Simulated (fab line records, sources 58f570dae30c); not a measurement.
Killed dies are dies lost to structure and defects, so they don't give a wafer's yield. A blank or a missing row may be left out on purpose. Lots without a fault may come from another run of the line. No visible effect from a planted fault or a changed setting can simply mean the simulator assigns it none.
Which of the tools did it?    flow berkeley cmos170    14 lots, 42 wafers sampled, at 3 steps of a route of 331

== WHAT EACH GAUGE READ, for each wafer ==
UCB170_V2_BOW_MEAS_03.
lot   measured      on             V2_BOW (um)
L402  day 9 15:37   film metro-01  34 52 36
L400  day 9 17:07   film metro-01  38 35 56
L405  day 10 06:52  film metro-01  34 25 30
L403  day 10 09:39  film metro-03  41 34 45
L407  day 11 01:04  film metro-03  34 43 46
L406  day 11 04:35  film metro-03  33 33 26
L411  day 11 23:27  film metro-01  32 32 30
L412  day 12 05:07  film metro-03  41 34 41
L415  day 12 06:27  film metro-03  38 33 23
L416  day 13 10:37  film metro-04  31 28 33
L420  day 13 12:36  film metro-03  29 32 37
L418  day 13 13:05  film metro-03  42 45 44
L419  day 13 13:55  film metro-03  36 44 28
L421  day 14 06:17  film metro-04  41 24 39

UCB170_V2_CD_MEAS_12: target cd 700 nm.
lot   measured      on         cd nm (nm)
L402  day 9 16:49   cd sem-01  701.5 701.0 700.4
L400  day 9 18:26   cd sem-02  699.4 699.2 697.8
L405  day 10 08:37  cd sem-02  700.4 700.8 700.8
L403  day 10 11:46  cd sem-01  699.2 700.0 701.3
L407  day 11 03:50  cd sem-01  702.4 700.9 702.1
L406  day 11 06:50  cd sem-02  698.6 697.9 698.8
L411  day 12 01:58  cd sem-01  699.1 699.8 699.3
L412  day 12 06:26  cd sem-02  698.9 699.2 698.5
L415  day 12 07:39  cd sem-02  699.2 699.1 700.3
L416  day 13 13:48  cd sem-01  701.7 701.7 701.0
L420  day 13 15:42  cd sem-01  698.5 699.0 700.5
L418  day 13 16:11  cd sem-02  699.1 700.6 699.4
L419  day 13 16:27  cd sem-02  699.8 700.1 699.7
L421  day 14 07:56  cd sem-01  699.7 699.5 698.6

== TOOL THAT RAN EACH LOT (tool first, then ch and the chambers of the sampled wafers, then the start) ==
lot   UCB170_M2_SPUTTER_01
L402  pvd sputter-04, day 9 11:13
L400  pvd sputter-03, day 9 13:34
L405  pvd sputter-03, day 10 03:40
L403  pvd sputter-02, day 10 06:08
L407  pvd sputter-02, day 10 20:35
L406  pvd sputter-03, day 10 21:50
L411  pvd sputter-03, day 11 17:23
L412  pvd sputter-02, day 11 23:32
L415  pvd sputter-04, day 12 03:08
L416  pvd sputter-03, day 13 05:14
L420  pvd sputter-02, day 13 07:11
L418  pvd sputter-02, day 13 07:35
L419  pvd sputter-03, day 13 08:01
L421  pvd sputter-02, day 14 02:46
- UCB170_M2_SPUTTER_01: material Al, target thk 900 nm, time 120 s.

== AS READ BY THE TOOLS THEMSELVES (means over the sampled wafers that have a number; for cases with no such wafer, the mark the record gives instead) ==
UCB170_M2_SPUTTER_01.
lot   tool            cathode dc power W (W)  throttle valve pct (%)
L402  pvd sputter-04  6000.8                  29.4
L400  pvd sputter-03  5999.1                  29.8
L405  pvd sputter-03  6000.8                  29.8
L403  pvd sputter-02  5999.7                  30.7
L407  pvd sputter-02  6000.9                  30.2
L406  pvd sputter-03  5999.3                  29.8
L411  pvd sputter-03  5999.4                  29.9
L412  pvd sputter-02  6000.1                  30.2
L415  pvd sputter-04  6000.8                  29.7
L416  pvd sputter-03  5999.9                  29.1
L420  pvd sputter-02  6001.3                  30.6
L418  pvd sputter-02  5999.6                  30.2
L419  pvd sputter-03  5999.9                  28.9
L421  pvd sputter-02  5999.5                  30.6

== THE ANSWER, worked out from the rows above alone ==
Rule: the lots themselves supply what counts as usual. Put in order of their means at a reading, lots are off if they are a third of the lots or fewer, leave a main group of 4 or more, and stand apart from it by a gap of 3 or more times the standard deviation of the main group's means; of several such gaps the widest counts. Not used: any main group whose means are identical at the precision the tables above print for the reading. A lot without any number at a reading at which 4 lots or more have one is off too. The other lots that the step has rows for count as sound. Order of review: gauges by route order, followed by the tools' own readings, for which a lot's mean as printed above is used. At the first step where some lot is off, the reading lying furthest off is the one used; lots without a number count as furthest.
None of the lots is off at any reading shown; this tells nothing.

== WHAT THE SIMULATOR HAD INSERTED ==
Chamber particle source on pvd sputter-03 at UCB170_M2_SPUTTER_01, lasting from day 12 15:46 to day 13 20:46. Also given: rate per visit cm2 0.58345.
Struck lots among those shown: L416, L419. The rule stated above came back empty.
